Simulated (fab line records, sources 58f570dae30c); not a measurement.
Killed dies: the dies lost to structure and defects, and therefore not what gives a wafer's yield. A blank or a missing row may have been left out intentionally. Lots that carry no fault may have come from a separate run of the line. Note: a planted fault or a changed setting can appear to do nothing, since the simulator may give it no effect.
fab line records / flow berkeleyCmos170
record: lots: 5 wafers: 15 lastDay: 11
route steps=331 shown NWELL@32 PWELL@34
lots that met no fault: taken from a fault-free run of the same line
startH: the number of hours between the record's first day and the start of the first shown wafer of the lot / waitH: hours elapsed since this lot's preceding step / " the same as in the row above / L1.1+2: one row covering several wafers at once / - no value present, or no start provided / * or withheld: withheld / < > ~ a bound
route shown NAME@n: NAME is a module with steps in the file, n the number in the route of the first one / usual: average and standard deviation across the fault-free wafers / same: alike in all rows / chamber/n: place in a boat / sites: readings site by site / _std_site: how widely they spread, as a standard deviation / _edge_site: mean of outer sites minus mean of inner sites / radiusMm: how far each site lies from the wafer's centre / mask NAME#n: copy n / behind: the last tool/chamber to shape the wafer / hold: the reason the lot was held/the length of the hold in hours/how it ended / device: names the non-switching transistor (n, p or np) / end of line: at the end of the route, the tests of the same wafers / for a step that has no rows: nothing shown but its recipe / killed: dies lost to structure and defects at the first sort, not the wafer's yield / map: shows each die of a wafer: x if killed, . if not, _ if none is there
set.NAME: the run value of the setting; set.NAME@STEP: its run value at that earlier step / model.NAME: the simulator's own value behind a step, which no gauge read
a table for each step, a row for each wafer; lots at some steps of the route
services: the hour from which a tool's chamber was out of use, counted from the record's first day as startH (under 0 if before that day), plus the number of hours and why
== steps ==
step: UCB170_NWELL_WET_ETCH_18
recipe: chemistry: H3PO4 target: Si3N4 tempC: 160 timeS: 14400
step: UCB170_NWELL_WET_ETCH_19
recipe: chemistry: BOE dilution: 5:1 target: SiO2 tempC: 25 timeS: 22
step: UCB170_PWELL_CLEAN_00
recipe: chemistry: SPM tempC: 120 timeS: 600
step: UCB170_PWELL_CLEAN_01
recipe: chemistry: dHF dilution: 25:1 timeS: 60
step: UCB170_PWELL_OXIDATION_02
recipe: tempC: 1000 ambient: O2 targetThkA: 264 oxTimeS: 1260
step: UCB170_PWELL_THK_MEAS_03
recipe: reads: SiO2_of_PWELL_OXIDATION_02
usual: PWELL_OXIDE_THK: 26.5/0.44
lot.wafer=L351.2 tool=filmMetro-01 chamber=- startH=47.48 waitH=0.0 PWELL_OXIDE_THK[nm]=26.9
lot.wafer=L351.3 tool=filmMetro-01 chamber=- startH=47.48 waitH=0.0 PWELL_OXIDE_THK[nm]=26.6
lot.wafer=L351.6 tool=filmMetro-01 chamber=- startH=47.48 waitH=0.0 PWELL_OXIDE_THK[nm]=26.7
lot.wafer=L357.1 tool=filmMetro-01 chamber=- startH=76.52 waitH=0.0 PWELL_OXIDE_THK[nm]=26.4
lot.wafer=L357.3 tool=filmMetro-01 chamber=- startH=76.52 waitH=0.0 PWELL_OXIDE_THK[nm]=26.1
lot.wafer=L357.6 tool=filmMetro-01 chamber=- startH=76.52 waitH=0.0 PWELL_OXIDE_THK[nm]=26.4
lot.wafer=L366.1 tool=filmMetro-01 chamber=- startH=118.86 waitH=0.0 PWELL_OXIDE_THK[nm]=26.1
lot.wafer=L366.2 tool=filmMetro-01 chamber=- startH=118.86 waitH=0.0 PWELL_OXIDE_THK[nm]=25.9
lot.wafer=L366.3 tool=filmMetro-01 chamber=- startH=118.86 waitH=0.0 PWELL_OXIDE_THK[nm]=26.0
lot.wafer=L372.1 tool=filmMetro-02 chamber=- startH=145.74 waitH=0.0 PWELL_OXIDE_THK[nm]=26.8
lot.wafer=L372.2 tool=filmMetro-02 chamber=- startH=145.74 waitH=0.0 PWELL_OXIDE_THK[nm]=27.5
lot.wafer=L372.5 tool=filmMetro-02 chamber=- startH=145.74 waitH=0.0 PWELL_OXIDE_THK[nm]=26.8
lot.wafer=L373.3 tool=filmMetro-01 chamber=- startH=150.69 waitH=0.0 PWELL_OXIDE_THK[nm]=26.4
lot.wafer=L373.4 tool=filmMetro-01 chamber=- startH=150.69 waitH=0.0 PWELL_OXIDE_THK[nm]=25.8
lot.wafer=L373.6 tool=filmMetro-01 chamber=- startH=150.69 waitH=0.0 PWELL_OXIDE_THK[nm]=26.9
step: UCB170_PWELL_ANNEAL_04
recipe: tempC: 1000 timeS: 900 ambient: N2
step: UCB170_PWELL_CVD_05
recipe: material: Si3N4 targetThkNm: 220 tempC: 800 precursor: SiH2Cl2/NH3 timeS: 3300 pressureMtorr: 200 sih2cl2FlowSccm: 25 nh3FlowSccm: 75
step: UCB170_PWELL_THK_MEAS_06
recipe: reads: Si3N4_of_PWELL_CVD_05
usual: PWELL_NITRIDE_THK: 220.3/2.2
lot.wafer=L351.2 tool=filmMetro-02 chamber=- startH=53.72 waitH=0.0 PWELL_NITRIDE_THK[nm]=220.4
lot.wafer=L351.3 tool=filmMetro-02 chamber=- startH=53.72 waitH=0.0 PWELL_NITRIDE_THK[nm]=219.6
lot.wafer=L351.6 tool=filmMetro-02 chamber=- startH=53.72 waitH=0.0 PWELL_NITRIDE_THK[nm]=219.6
lot.wafer=L357.1 tool=filmMetro-01 chamber=- startH=84.45 waitH=0.0 PWELL_NITRIDE_THK[nm]=220.1
lot.wafer=L357.3 tool=filmMetro-01 chamber=- startH=84.45 waitH=0.0 PWELL_NITRIDE_THK[nm]=218.3
lot.wafer=L357.6 tool=filmMetro-01 chamber=- startH=84.45 waitH=0.0 PWELL_NITRIDE_THK[nm]=217.9
lot.wafer=L366.1 tool=filmMetro-01 chamber=- startH=124.49 waitH=0.0 PWELL_NITRIDE_THK[nm]=220.9
lot.wafer=L366.2 tool=filmMetro-01 chamber=- startH=124.49 waitH=0.0 PWELL_NITRIDE_THK[nm]=220.2
lot.wafer=L366.3 tool=filmMetro-01 chamber=- startH=124.49 waitH=0.0 PWELL_NITRIDE_THK[nm]=219.1
lot.wafer=L372.1 tool=filmMetro-01 chamber=- startH=151.29 waitH=0.0 PWELL_NITRIDE_THK[nm]=220.1
lot.wafer=L372.2 tool=filmMetro-01 chamber=- startH=151.29 waitH=0.0 PWELL_NITRIDE_THK[nm]=218.7
lot.wafer=L372.5 tool=filmMetro-01 chamber=- startH=151.29 waitH=0.0 PWELL_NITRIDE_THK[nm]=220.2
lot.wafer=L373.3 tool=filmMetro-04 chamber=- startH=155.86 waitH=0.0 PWELL_NITRIDE_THK[nm]=226.0
lot.wafer=L373.4 tool=filmMetro-04 chamber=- startH=155.86 waitH=0.0 PWELL_NITRIDE_THK[nm]=226.1
lot.wafer=L373.6 tool=filmMetro-04 chamber=- startH=155.86 waitH=0.0 PWELL_NITRIDE_THK[nm]=221.2
step: UCB170_PWELL_HMDS_07
recipe: primeTimeS: 60 primeTempC: 100
step: UCB170_PWELL_COAT_08
recipe: resist: KrF spinRpm: 1500 resistThkNm: 900
step: UCB170_PWELL_SOFTBAKE_09
recipe: resist: KrF tempC: 130 timeS: 60
step: UCB170_PWELL_EXPOSE_10
recipe: maskId: PWELL targetCdNm: 3000 na: 0.5 sigmaOuter: 0.6 sourceShape: conventional doseMj: 19
lot.wafer=L351.2+3+6 tool=krfScanner-02 chamber=0 startH=54.36 waitH=0.2 mask=PWELL#0
lot.wafer=L357.1+3+6 tool=krfScanner-02 chamber=0 startH=85.17 waitH=0.2 mask=NWELL#0
lot.wafer=L366.1+2+3 tool=krfScanner-02 chamber=0 startH=125.65 waitH=0.1 mask=PWELL#0
lot.wafer=L372.1+2+5 tool=krfScanner-01 chamber=0 startH=152.17 waitH=0.1 mask=PWELL#0
lot.wafer=L373.3+4+6 tool=krfScanner-02 chamber=0 startH=156.63 waitH=0.3 mask=PWELL#0
step: UCB170_PWELL_PEB_11
recipe: pebTempC: 130 pebTimeS: withheld resist: KrF
step: UCB170_PWELL_DEVELOP_12
recipe: developer: TMAH developTimeS: 45 resist: KrF devTempC: 21
step: UCB170_PWELL_OVL_MEAS_13
usual: PWELL_OVL: -1/6
lot.wafer=L351.2 tool=overlay-01 chamber=- startH=54.77 waitH=- PWELL_OVL[nm]=5
lot.wafer=L351.3 tool=overlay-01 chamber=- startH=54.77 waitH=- PWELL_OVL[nm]=-3
lot.wafer=L351.6 tool=overlay-01 chamber=- startH=54.77 waitH=- PWELL_OVL[nm]=5
lot.wafer=L357.1 tool=overlay-02 chamber=- startH=85.74 waitH=- PWELL_OVL[nm]=-
lot.wafer=L357.3 tool=overlay-02 chamber=- startH=85.74 waitH=- PWELL_OVL[nm]=-
lot.wafer=L357.6 tool=overlay-02 chamber=- startH=85.74 waitH=- PWELL_OVL[nm]=-
lot.wafer=L366.1 tool=overlay-01 chamber=- startH=126.70 waitH=- PWELL_OVL[nm]=-6
lot.wafer=L366.2 tool=overlay-01 chamber=- startH=126.70 waitH=- PWELL_OVL[nm]=-8
lot.wafer=L366.3 tool=overlay-01 chamber=- startH=126.70 waitH=- PWELL_OVL[nm]=-6
lot.wafer=L372.1 tool=overlay-01 chamber=- startH=152.66 waitH=- PWELL_OVL[nm]=-3
lot.wafer=L372.2 tool=overlay-01 chamber=- startH=152.66 waitH=- PWELL_OVL[nm]=1
lot.wafer=L372.5 tool=overlay-01 chamber=- startH=152.66 waitH=- PWELL_OVL[nm]=-9
lot.wafer=L373.3 tool=overlay-01 chamber=- startH=157.13 waitH=- PWELL_OVL[nm]=-10
lot.wafer=L373.4 tool=overlay-01 chamber=- startH=157.13 waitH=- PWELL_OVL[nm]=-4
lot.wafer=L373.6 tool=overlay-01 chamber=- startH=157.13 waitH=- PWELL_OVL[nm]=-5
step: UCB170_PWELL_ETCH_14
recipe: chemistry: CH3F/Ar/O2 target: Si3N4 stopOn: SiO2 CH3F_flow_sccm: 20 Ar_flow_sccm: 50 O2_flow_sccm: 7 pressureMtorr: 50 rfW: 450 targetDepthA: 2420 overEtchFrac: 0.1 timeS: 151
usual: CH3F_flow_sccm: 20.00/0.052 drypumpMotorCurrentA: 5.5/0.48 oesProductAu: 0.939/0.017 throttleValvePct: 8.06/0.12
lot.wafer=L351.2 tool=rieDiel-04 chamber=1 startH=54.80 waitH=0.0 CH3F_flow_sccm=19.96 drypumpMotorCurrentA=5.1 oesProductAu=0.928 rfHoursCounterH=165 throttleValvePct=8.27
lot.wafer=L351.3 tool=rieDiel-04 chamber=2 startH=54.80 waitH=0.0 CH3F_flow_sccm=20.03 drypumpMotorCurrentA=5.7 oesProductAu=0.929 rfHoursCounterH=111 throttleValvePct=8.17
lot.wafer=L351.6 tool=rieDiel-04 chamber=3 startH=54.80 waitH=0.0 CH3F_flow_sccm=20.02 drypumpMotorCurrentA=5.2 oesProductAu=0.945 rfHoursCounterH=- throttleValvePct=7.99
lot.wafer=L357.1 tool=rieDiel-02 chamber=1 startH=85.77 waitH=0.0 CH3F_flow_sccm=19.93 drypumpMotorCurrentA=5.1 oesProductAu=0.910 rfHoursCounterH=5 throttleValvePct=8.14
lot.wafer=L357.3 tool=rieDiel-02 chamber=3 startH=85.77 waitH=0.0 CH3F_flow_sccm=20.09 drypumpMotorCurrentA=5.7 oesProductAu=0.948 rfHoursCounterH=15 throttleValvePct=8.16
lot.wafer=L357.6 tool=rieDiel-02 chamber=0 startH=85.77 waitH=0.0 CH3F_flow_sccm=19.93 drypumpMotorCurrentA=5.1 oesProductAu=0.946 rfHoursCounterH=- throttleValvePct=7.98
lot.wafer=L366.1 tool=rieDiel-01 chamber=1 startH=126.74 waitH=0.0 CH3F_flow_sccm=19.97 drypumpMotorCurrentA=5.8 oesProductAu=0.961 rfHoursCounterH=5 throttleValvePct=8.04
lot.wafer=L366.2 tool=rieDiel-01 chamber=3 startH=126.74 waitH=0.0 CH3F_flow_sccm=19.92 drypumpMotorCurrentA=5.9 oesProductAu=0.947 rfHoursCounterH=39 throttleValvePct=8.02
lot.wafer=L366.3 tool=rieDiel-01 chamber=0 startH=126.74 waitH=0.0 CH3F_flow_sccm=19.96 drypumpMotorCurrentA=5.6 oesProductAu=0.914 rfHoursCounterH=123 throttleValvePct=7.88
lot.wafer=L372.1 tool=rieDiel-02 chamber=2 startH=152.70 waitH=0.0 CH3F_flow_sccm=19.99 drypumpMotorCurrentA=6.7 oesProductAu=0.922 rfHoursCounterH=84 throttleValvePct=7.89
lot.wafer=L372.2 tool=rieDiel-02 chamber=1 startH=152.70 waitH=0.0 CH3F_flow_sccm=20.02 drypumpMotorCurrentA=5.1 oesProductAu=0.916 rfHoursCounterH=8 throttleValvePct=8.13
lot.wafer=L372.5 tool=rieDiel-02 chamber=3 startH=152.70 waitH=0.0 CH3F_flow_sccm=20.05 drypumpMotorCurrentA=5.7 oesProductAu=0.956 rfHoursCounterH=- throttleValvePct=8.16
lot.wafer=L373.3 tool=rieDiel-01 chamber=0 startH=157.15 waitH=0.0 CH3F_flow_sccm=20.05 drypumpMotorCurrentA=5.6 oesProductAu=0.940 rfHoursCounterH=125 throttleValvePct=7.89
lot.wafer=L373.4 tool=rieDiel-01 chamber=1 startH=157.15 waitH=0.0 CH3F_flow_sccm=20.01 drypumpMotorCurrentA=5.8 oesProductAu=0.972 rfHoursCounterH=7 throttleValvePct=8.02
lot.wafer=L373.6 tool=rieDiel-01 chamber=0 startH=157.15 waitH=0.0 CH3F_flow_sccm=19.86 drypumpMotorCurrentA=5.6 oesProductAu=0.926 rfHoursCounterH=- throttleValvePct=7.88
step: UCB170_PWELL_IMPLANT_15
recipe: species: B doseCm2: 5.073e+12 energyKev: 60 tiltDeg: 7
step: UCB170_PWELL_STRIP_16
recipe: chemistry: O2 powerW: 400 pressureMtorr: 3500 platenTempC: withheld o2FlowSccm: 400 overashFraction: 0.5
usual: drypumpMotorCurrentA: 5.6/0.53 oesProductAu: 0.721/0.0042 stripTimeToEndpointS: 18.05/0.089
lot.wafer=L351.2 tool=plasmaAsher-02 chamber=1 startH=55.05 waitH=0.1 drypumpMotorCurrentA=4.9 oesProductAu=0.719 rfHoursCounterH=37 stripTimeToEndpointS=18.01
lot.wafer=L351.3 tool=plasmaAsher-02 chamber=0 startH=55.05 waitH=0.1 drypumpMotorCurrentA=6.4 oesProductAu=0.718 rfHoursCounterH=- stripTimeToEndpointS=18.02
lot.wafer=L351.6 tool=plasmaAsher-02 chamber=0 startH=55.05 waitH=0.1 drypumpMotorCurrentA=6.4 oesProductAu=0.717 rfHoursCounterH=- stripTimeToEndpointS=17.99
lot.wafer=L357.1 tool=plasmaAsher-02 chamber=0 startH=86.02 waitH=0.1 drypumpMotorCurrentA=6.4 oesProductAu=0.719 rfHoursCounterH=40 stripTimeToEndpointS=18.13
lot.wafer=L357.3 tool=plasmaAsher-02 chamber=0 startH=86.02 waitH=0.1 drypumpMotorCurrentA=6.4 oesProductAu=0.729 rfHoursCounterH=- stripTimeToEndpointS=18.21
lot.wafer=L357.6 tool=plasmaAsher-02 chamber=0 startH=86.02 waitH=0.1 drypumpMotorCurrentA=6.4 oesProductAu=0.722 rfHoursCounterH=- stripTimeToEndpointS=18.07
lot.wafer=L366.1 tool=plasmaAsher-04 chamber=1 startH=126.99 waitH=0.1 drypumpMotorCurrentA=5.7 oesProductAu=0.730 rfHoursCounterH=1 stripTimeToEndpointS=17.96
lot.wafer=L366.2 tool=plasmaAsher-04 chamber=0 startH=126.99 waitH=0.1 drypumpMotorCurrentA=5.3 oesProductAu=0.714 rfHoursCounterH=1 stripTimeToEndpointS=17.95
lot.wafer=L366.3 tool=plasmaAsher-04 chamber=0 startH=126.99 waitH=0.1 drypumpMotorCurrentA=5.3 oesProductAu=0.719 rfHoursCounterH=- stripTimeToEndpointS=17.93
lot.wafer=L372.1 tool=plasmaAsher-04 chamber=1 startH=152.95 waitH=0.1 drypumpMotorCurrentA=5.7 oesProductAu=0.719 rfHoursCounterH=5 stripTimeToEndpointS=17.98
lot.wafer=L372.2 tool=plasmaAsher-04 chamber=0 startH=152.95 waitH=0.1 drypumpMotorCurrentA=5.3 oesProductAu=0.729 rfHoursCounterH=5 stripTimeToEndpointS=17.92
lot.wafer=L372.5 tool=plasmaAsher-04 chamber=0 startH=152.95 waitH=0.1 drypumpMotorCurrentA=5.3 oesProductAu=0.719 rfHoursCounterH=- stripTimeToEndpointS=18.07
lot.wafer=L373.3 tool=plasmaAsher-02 chamber=0 startH=157.44 waitH=0.1 drypumpMotorCurrentA=6.4 oesProductAu=0.720 rfHoursCounterH=- stripTimeToEndpointS=17.88
lot.wafer=L373.4 tool=plasmaAsher-02 chamber=1 startH=157.44 waitH=0.1 drypumpMotorCurrentA=5.0 oesProductAu=0.719 rfHoursCounterH=- stripTimeToEndpointS=17.98
lot.wafer=L373.6 tool=plasmaAsher-02 chamber=1 startH=157.44 waitH=0.1 drypumpMotorCurrentA=4.9 oesProductAu=0.716 rfHoursCounterH=- stripTimeToEndpointS=17.93
step: UCB170_PWELL_TW_MEAS_17
usual: PWELL_TW: 377/4.3
lot.wafer=L351.2 tool=filmMetro-01 chamber=- startH=55.16 waitH=0.1 PWELL_TW=374
lot.wafer=L351.3 tool=filmMetro-01 chamber=- startH=55.16 waitH=0.1 PWELL_TW=372
lot.wafer=L351.6 tool=filmMetro-01 chamber=- startH=55.16 waitH=0.1 PWELL_TW=371
lot.wafer=L357.1 tool=filmMetro-01 chamber=- startH=86.12 waitH=0.1 PWELL_TW=29
lot.wafer=L357.3 tool=filmMetro-01 chamber=- startH=86.12 waitH=0.1 PWELL_TW=29
lot.wafer=L357.6 tool=filmMetro-01 chamber=- startH=86.12 waitH=0.1 PWELL_TW=29
lot.wafer=L366.1 tool=filmMetro-04 chamber=- startH=127.09 waitH=0.1 PWELL_TW=380
lot.wafer=L366.2 tool=filmMetro-04 chamber=- startH=127.09 waitH=0.1 PWELL_TW=382
lot.wafer=L366.3 tool=filmMetro-04 chamber=- startH=127.09 waitH=0.1 PWELL_TW=383
lot.wafer=L372.1 tool=filmMetro-01 chamber=- startH=153.05 waitH=0.1 PWELL_TW=371
lot.wafer=L372.2 tool=filmMetro-01 chamber=- startH=153.05 waitH=0.1 PWELL_TW=374
lot.wafer=L372.5 tool=filmMetro-01 chamber=- startH=153.05 waitH=0.1 PWELL_TW=373
lot.wafer=L373.3 tool=filmMetro-04 chamber=- startH=157.52 waitH=0.1 PWELL_TW=377
lot.wafer=L373.4 tool=filmMetro-04 chamber=- startH=157.52 waitH=0.1 PWELL_TW=381
lot.wafer=L373.6 tool=filmMetro-04 chamber=- startH=157.52 waitH=0.1 PWELL_TW=380
step: UCB170_PWELL_CLEAN_18
recipe: chemistry: SPM tempC: 120 timeS: 600
== services ==
tool=rieDiel-02 chamber=- startH=36.74 hours=2.8 kind=pm
tool=rieDiel-02 chamber=- startH=46.95 hours=15.6 kind=pm
tool=krfScanner-01 chamber=0 startH=48.46 hours=- kind=calibration
tool=krfScanner-01 chamber=- startH=60.64 hours=1.3 kind=pm
tool=krfScanner-02 chamber=- startH=60.98 hours=1.8 kind=repair
tool=rieDiel-04 chamber=- startH=62.61 hours=2.8 kind=pm
tool=krfScanner-02 chamber=0 startH=64.88 hours=- kind=calibration
tool=rieDiel-01 chamber=0 startH=66.31 hours=2.6 kind=repair
tool=krfScanner-02 chamber=- startH=71.10 hours=8.7 kind=repair
tool=krfScanner-02 chamber=- startH=79.77 hours=1.0 kind=pm
tool=krfScanner-01 chamber=- startH=88.05 hours=0.5 kind=repair
tool=rieDiel-04 chamber=1 startH=101.14 hours=- kind=clean
tool=plasmaAsher-04 chamber=- startH=106.81 hours=3.8 kind=repair
tool=plasmaAsher-04 chamber=- startH=110.62 hours=9.0 kind=pm
tool=plasmaAsher-04 chamber=0 startH=110.62 hours=9.0 kind=ventCycle
tool=plasmaAsher-04 chamber=1 startH=110.62 hours=9.0 kind=ventCycle
tool=krfScanner-02 chamber=- startH=116.47 hours=4.0 kind=pm
tool=rieDiel-04 chamber=0 startH=118.22 hours=2.3 kind=repair
tool=plasmaAsher-04 chamber=0 startH=119.62 hours=- kind=clean
tool=plasmaAsher-04 chamber=1 startH=119.62 hours=- kind=clean
tool=rieDiel-01 chamber=- startH=139.84 hours=1.0 kind=repair
tool=krfScanner-02 chamber=- startH=141.03 hours=1.3 kind=pm
tool=krfScanner-02 chamber=- startH=151.85 hours=0.8 kind=pm
tool=krfScanner-01 chamber=- startH=155.25 hours=4.4 kind=pm
== key ==
firstSign: step: UCB170_PWELL_EXPOSE_10 reading: mask direction: changed
effect: step: UCB170_PWELL_OVL_MEAS_13 reading: PWELL_OVL direction: missing
effect: step: UCB170_PWELL_TW_MEAS_17 reading: PWELL_TW direction: down sigmas: 82 usual: 377 struck: 29
metAt UCB170_PWELL_EXPOSE_10
struckWafers L357.1,L357.3,L357.6
laterRowsLeftOut L357.1,L357.3,L357.6
sortLeftOut L357.1,L357.3,L357.6
testerLeftOut L357
onsetBetween 54.36 85.17
fault: kind: wrongMask tool: any chamber: - onsetH: 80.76 steps: UCB170_PWELL_EXPOSE_10 auxCopy: NWELL#0 scope: struckLotsOnly
testerLeftOut: of these lots the tester's yield and bins aren't shown, on N5 and GAA mostly nor the transistor test; their killed dies are dies lost to structure and defects alone, not to doping, threshold or leakage, so they don't give the yield
sortLeftOut: the simulated sort isn't trusted on such a fault, so these wafers' sort isn't shown, and their yield isn't known
laterRowsLeftOut: the simulator's readings of these wafers behind a module that went badly wrong aren't trusted and aren't shown, but for the sort
